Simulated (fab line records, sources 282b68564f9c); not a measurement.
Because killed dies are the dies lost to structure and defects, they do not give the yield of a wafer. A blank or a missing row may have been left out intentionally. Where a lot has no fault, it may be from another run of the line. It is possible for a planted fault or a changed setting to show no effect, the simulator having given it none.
fab line records | flow rit_cmos
[record] lots = 7 | wafers = 21 | last_day = 7
route steps=202 shown CONTACT@180 M1@184
lots untouched by any fault: they come from a run of this same line in which no faults occurred
start_h: the number of hours between the record's first day and the start of the first shown wafer of the lot | wait_h: hours since the lot's step before | " as in the row above | L1.1+2: one row covering several wafers at once | - either no value or no given start | * or withheld: withheld | < > ~ a bound
route shown NAME@n: a module of which the file shows steps, and the number in the route of the first | usual: the fault-free wafers' mean and standard deviation | same: alike in all rows | chamber/n: place in a boat | sites: the reading at each site | _std_site: the values' standard deviation | _edge_site: mean of outer sites minus mean of inner sites | radius_mm: how far each site lies from the wafer's centre | mask NAME#n: copy n | behind: the last tool/chamber to shape the wafer | hold: why the lot was held/for how many hours/how that ended | device: whichever transistor did not switch (one of n, p or np) | end of line: tests of these same wafers at the route's end | a step without rows: its recipe alone | killed: dies lost to structure and defects at the first sort, not the wafer's yield | map: shows each die of a wafer: x if killed, . if not, _ if none is there
set.NAME: the setting as run; set.NAME@STEP: as run at that earlier step | model.NAME: the simulator's own value behind a step, which no gauge read
lots at selected steps of the route; one table per step, one row per wafer
services: a tool's chamber out of use, with start hour (start_h, from the record's first day; less than 0 if before it), hours out, and reason
[[steps]]
[step RIT_CONTACT_STRIP_12]
[recipe] chemistry = O2 | time_s = 180 | resist = NOVOLAK | platen_temp_c = withheld | power_w = 500 | pressure_mtorr = 4000 | o2_flow_sccm = 4000
[usual] drypump_motor_current_A = 5.72/0.27
lot.wafer | tool            | chamber | start_h | wait_h | drypump_motor_current_A | rf_hours_counter_h
L104.1    | plasma_asher-02 | 0       | 107.08  | 0.1    | 5.78                    | 31
L104.2    | "               | 1       | "       | "      | 5.99                    | 31
L104.4    | "               | 1       | "       | "      | 6.00                    | -
L105.1    | plasma_asher-04 | 0       | 113.17  | 0.1    | 5.25                    | 48
L105.2    | "               | 1       | "       | "      | 5.81                    | 48
L105.5    | "               | 1       | "       | "      | 5.81                    | -
L106.1    | plasma_asher-02 | 0       | 117.69  | 0.1    | 5.75                    | 33
L106.3    | "               | 0       | "       | "      | 5.77                    | -
L106.4    | "               | 1       | "       | "      | 6.04                    | -
L107.2    | plasma_asher-04 | 0       | 123.26  | 0.1    | 5.20                    | 49
L107.4    | "               | 1       | "       | "      | 5.78                    | -
L107.6    | "               | 1       | "       | "      | 5.78                    | -
L115.1    | plasma_asher-03 | 0       | 155.32  | 0.1    | 5.43                    | 4
L115.2    | "               | 1       | "       | "      | 5.73                    | 4
L115.3    | "               | 0       | "       | "      | 5.42                    | -
L117.2    | plasma_asher-02 | 0       | 168.98  | 0.1    | 5.78                    | 38
L117.5    | "               | 0       | "       | "      | 5.74                    | -
L117.6    | "               | 1       | "       | "      | 6.02                    | -
L118.1    | plasma_asher-02 | 1       | 174.79  | 0.1    | 6.03                    | 39
L118.4    | "               | 1       | "       | "      | 6.02                    | -
L118.5    | "               | 0       | "       | "      | 5.75                    | -
[step RIT_CONTACT_CD_MEAS_90]
[recipe] target_cd_nm = 1000
[usual] cd_nm = 1000.1/2.4
lot.wafer | tool      | chamber | start_h | wait_h | cd_nm
L104.1    | cd_sem-02 | -       | 107.26  | 0.1    | 1002.2
L104.2    | "         | -       | "       | "      | 1004.3
L104.4    | "         | -       | "       | "      | 1003.9
L105.1    | cd_sem-02 | -       | 113.34  | 0.1    | 998.2
L105.2    | "         | -       | "       | "      | 996.9
L105.5    | "         | -       | "       | "      | 998.4
L106.1    | cd_sem-02 | -       | 117.87  | 0.1    | 998.5
L106.3    | "         | -       | "       | "      | 1001.5
L106.4    | "         | -       | "       | "      | 1000.1
L107.2    | cd_sem-01 | -       | 123.45  | 0.1    | 1002.9
L107.4    | "         | -       | "       | "      | 1001.6
L107.6    | "         | -       | "       | "      | 1002.4
L115.1    | cd_sem-02 | -       | 155.49  | 0.1    | 1000.9
L115.2    | "         | -       | "       | "      | 1000.8
L115.3    | "         | -       | "       | "      | 1001.0
L117.2    | cd_sem-01 | -       | 169.18  | 0.1    | 1000.4
L117.5    | "         | -       | "       | "      | 1001.6
L117.6    | "         | -       | "       | "      | 998.6
L118.1    | cd_sem-02 | -       | 174.96  | 0.1    | 1004.1
L118.4    | "         | -       | "       | "      | 1001.2
L118.5    | "         | -       | "       | "      | 1003.7
[step RIT_CONTACT_CLEAN_13]
[recipe] chemistry = SC1 | mix = 3:3:50 | time_s = 600 | temp_c = 75
[step RIT_CONTACT_CLEAN_14]
[recipe] chemistry = SC2 | mix = 3:3:50 | time_s = 600 | temp_c = 75 | dry = n2_spin
[step RIT_M1_SPUTTER_00]
[recipe] material = Al | target_thk_nm = 400 | power_w = 2000 | chamber_pressure_pa = 0.4 | gas = Ar | time_s = 500 | substrate_temp_c = 25
[usual] throttle_valve_pct = 29.9/0.76
lot.wafer | tool           | chamber | start_h | wait_h | throttle_valve_pct
L104.1    | pvd_sputter-03 | -       | 107.76  | 0.0    | 28.9
L104.2    | "              | -       | "       | "      | 31.0
L104.4    | "              | -       | "       | "      | 30.8
L105.1    | pvd_sputter-02 | -       | 113.83  | 0.0    | 29.8
L105.2    | "              | -       | "       | "      | 29.5
L105.5    | "              | -       | "       | "      | 31.5
L106.1    | pvd_sputter-03 | -       | 118.37  | 0.0    | 31.1
L106.3    | "              | -       | "       | "      | 29.5
L106.4    | "              | -       | "       | "      | 30.8
L107.2    | pvd_sputter-02 | -       | 123.92  | 0.0    | 29.9
L107.4    | "              | -       | "       | "      | 29.8
L107.6    | "              | -       | "       | "      | 29.5
L115.1    | pvd_sputter-02 | -       | 156.01  | 0.0    | 29.4
L115.2    | "              | -       | "       | "      | 29.8
L115.3    | "              | -       | "       | "      | 29.3
L117.2    | pvd_sputter-02 | -       | 169.80  | 0.0    | 31.5
L117.5    | "              | -       | "       | "      | 29.5
L117.6    | "              | -       | "       | "      | 29.4
L118.1    | pvd_sputter-01 | -       | 175.61  | 0.0    | 29.7
L118.4    | "              | -       | "       | "      | 29.0
L118.5    | "              | -       | "       | "      | 31.0
[step RIT_M1_RS_MEAS_01]
[recipe] thk_meas_gauge = four-point-probe | reads = Al_of_M1_SPUTTER_00
[usual] M1_AL_RS = 0.0732/0.00058
lot.wafer | tool          | chamber | start_h | wait_h | M1_AL_RS[ohm/sq]
L104.1    | film_metro-03 | -       | 108.06  | 0.1    | 0.0726
L104.2    | "             | -       | "       | "      | 0.0729
L104.4    | "             | -       | "       | "      | 0.0730
L105.1    | film_metro-01 | -       | 114.12  | 0.1    | 0.0721
L105.2    | "             | -       | "       | "      | 0.0727
L105.5    | "             | -       | "       | "      | 0.0732
L106.1    | film_metro-01 | -       | 118.66  | 0.1    | 0.0739
L106.3    | "             | -       | "       | "      | 0.0728
L106.4    | "             | -       | "       | "      | 0.0733
L107.2    | film_metro-03 | -       | 124.24  | 0.2    | 0.0733
L107.4    | "             | -       | "       | "      | 0.0728
L107.6    | "             | -       | "       | "      | 0.0740
L115.1    | film_metro-03 | -       | 156.31  | 0.1    | 0.0733
L115.2    | "             | -       | "       | "      | 0.0729
L115.3    | "             | -       | "       | "      | 0.0741
L117.2    | film_metro-03 | -       | 170.12  | 0.2    | 0.0736
L117.5    | "             | -       | "       | "      | 0.0735
L117.6    | "             | -       | "       | "      | 0.0731
L118.1    | film_metro-01 | -       | 175.90  | 0.1    | 0.0732
L118.4    | "             | -       | "       | "      | 0.0732
L118.5    | "             | -       | "       | "      | 0.0724
[step RIT_M1_THK_MEAS_02]
[recipe] thk_meas_gauge = xrf | reads = Al_of_M1_SPUTTER_00
[usual] M1_AL_THK = 402/3.8
lot.wafer | tool          | chamber | start_h | wait_h | M1_AL_THK[nm]
L104.1    | film_metro-03 | -       | 108.18  | 0.1    | 405
L104.2    | "             | -       | "       | "      | 404
L104.4    | "             | -       | "       | "      | 404
L105.1    | film_metro-01 | -       | 114.24  | 0.1    | 407
L105.2    | "             | -       | "       | "      | 403
L105.5    | "             | -       | "       | "      | 401
L106.1    | film_metro-01 | -       | 118.78  | 0.1    | 398
L106.3    | "             | -       | "       | "      | 407
L106.4    | "             | -       | "       | "      | 398
L107.2    | film_metro-03 | -       | 124.35  | 0.1    | 402
L107.4    | "             | -       | "       | "      | 405
L107.6    | "             | -       | "       | "      | 400
L115.1    | film_metro-03 | -       | 156.43  | 0.1    | 401
L115.2    | "             | -       | "       | "      | 403
L115.3    | "             | -       | "       | "      | 399
L117.2    | film_metro-03 | -       | 170.23  | 0.1    | 399
L117.5    | "             | -       | "       | "      | 399
L117.6    | "             | -       | "       | "      | 401
L118.1    | film_metro-01 | -       | 176.02  | 0.1    | 402
L118.4    | "             | -       | "       | "      | 402
L118.5    | "             | -       | "       | "      | 409
[step RIT_M1_HMDS_03]
[recipe] prime_time_s = 60 | prime_temp_c = 140
[step RIT_M1_COAT_04]
[recipe] resist = NOVOLAK | spin_rpm = 2000 | resist_thk_nm = 1300
[step RIT_M1_SOFTBAKE_05]
[recipe] resist = NOVOLAK | temp_c = 90 | time_s = 60
[step RIT_M1_EXPOSE_06]
[recipe] mask_id = M12 | na = 0.6 | source_shape = conventional | sigma_outer = 0.5 | target_cd_nm = 2600 | dose_mj = 250
[step RIT_M1_PEB_07]
[recipe] resist = NOVOLAK | temp_c = withheld | time_s = withheld
[step RIT_M1_DEVELOP_08]
[recipe] resist = NOVOLAK | develop_time_s = 68 | dev_temp_c = 23
[usual] chill_plate_temp_C = 22.98/0.1 | develop_time_s = 68/0
lot.wafer | tool           | chamber | start_h | wait_h | chill_plate_temp_C | develop_time_s
L104.1    | litho_track-04 | 0       | 108     | -      | 22.88              | 68
L104.2    | "              | 0       | "       | "      | 22.88              | 68
L104.4    | "              | 0       | 109     | -      | 22.99              | 68
L105.1    | litho_track-04 | -       | 115     | -      | -                  | -
L105.2    | "              | -       | "       | "      | -                  | -
L105.5    | "              | -       | "       | "      | -                  | -
L106.1    | litho_track-04 | -       | 119     | -      | -                  | -
L106.3    | "              | -       | "       | "      | -                  | -
L106.4    | "              | -       | "       | "      | -                  | -
L107.2    | litho_track-04 | -       | 125     | -      | -                  | -
L107.4    | "              | -       | "       | "      | -                  | -
L107.6    | "              | -       | "       | "      | -                  | -
L115.1    | litho_track-04 | 0       | 157     | -      | 23.08              | 68
L115.2    | "              | 0       | "       | "      | 23.12              | 68
L115.3    | "              | 0       | "       | "      | 23.03              | 68
L117.2    | litho_track-04 | 0       | 171     | -      | 23.06              | 68
L117.5    | "              | 0       | "       | "      | 22.74              | 68
L117.6    | "              | 0       | "       | "      | 22.93              | 68
L118.1    | litho_track-04 | 0       | 176     | -      | 22.82              | 68
L118.4    | "              | 0       | 177     | -      | 22.91              | 68
L118.5    | "              | 0       | "       | "      | 22.86              | 68
[step RIT_M1_CD_MEAS_09]
[recipe] target_cd_nm = 2600
[usual] cd_nm = 2599.2/2.3
lot.wafer | tool      | chamber | start_h | wait_h | cd_nm
L104.1    | cd_sem-02 | -       | 109.12  | -      | 2600.0
L104.2    | "         | -       | "       | "      | 2599.1
L104.4    | "         | -       | "       | "      | 2601.7
L105.1    | cd_sem-02 | -       | 115.31  | -      | -
L105.2    | "         | -       | "       | "      | -
L105.5    | "         | -       | "       | "      | -
L106.1    | cd_sem-02 | -       | 119.85  | -      | -
L106.3    | "         | -       | "       | "      | -
L106.4    | "         | -       | "       | "      | -
L107.2    | cd_sem-02 | -       | 125.34  | -      | -
L107.4    | "         | -       | "       | "      | -
L107.6    | "         | -       | "       | "      | -
L115.1    | cd_sem-02 | -       | 157.49  | -      | 2603.0
L115.2    | "         | -       | "       | "      | 2601.5
L115.3    | "         | -       | "       | "      | 2602.6
L117.2    | cd_sem-02 | -       | 171.37  | -      | 2598.6
L117.5    | "         | -       | "       | "      | 2599.3
L117.6    | "         | -       | "       | "      | 2596.9
L118.1    | cd_sem-02 | -       | 177.08  | -      | 2599.6
L118.4    | "         | -       | "       | "      | 2599.7
L118.5    | "         | -       | "       | "      | 2600.8
[[services]]
tool            | chamber | start_h | hours | kind
plasma_asher-04 | -       | 94.35   | 2.1   | repair
plasma_asher-04 | -       | 100.74  | 0.8   | repair
plasma_asher-03 | -       | 108.75  | 9.0   | pm
plasma_asher-03 | 0       | 108.75  | 9.0   | vent_cycle
plasma_asher-03 | 1       | 108.75  | 9.0   | vent_cycle
plasma_asher-03 | 0       | 117.75  | -     | clean
plasma_asher-03 | 1       | 117.75  | -     | clean
[[key]]
[first_sign] step = RIT_M1_DEVELOP_08 | reading = tool_record | direction = missing
effect none on later readings
met_at RIT_M1_DEVELOP_08
struck_wafers L105.1,L105.2,L105.5,L106.1,L106.3,L106.4,L107.2,L107.4,L107.6
later_rows_left_out L105.1,L105.2,L105.5,L106.1,L106.3,L106.4,L107.2,L107.4,L107.6
sort_left_out L105.1,L105.2,L105.5,L106.1,L106.3,L106.4,L107.2,L107.4,L107.6
onset_between 108 115
[fault] kind = skipped_step_whole | tool = litho_track-04 | chamber = - | onset_h = 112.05 | steps = RIT_M1_DEVELOP_08 | scope = struck_lots_only
// sort_left_out: the simulated sort isn't trusted on such a fault, so these wafers' sort isn't shown, and their yield isn't known
// later_rows_left_out: the simulator's readings of these wafers behind a module that went badly wrong aren't trusted and aren't shown, but for the sort
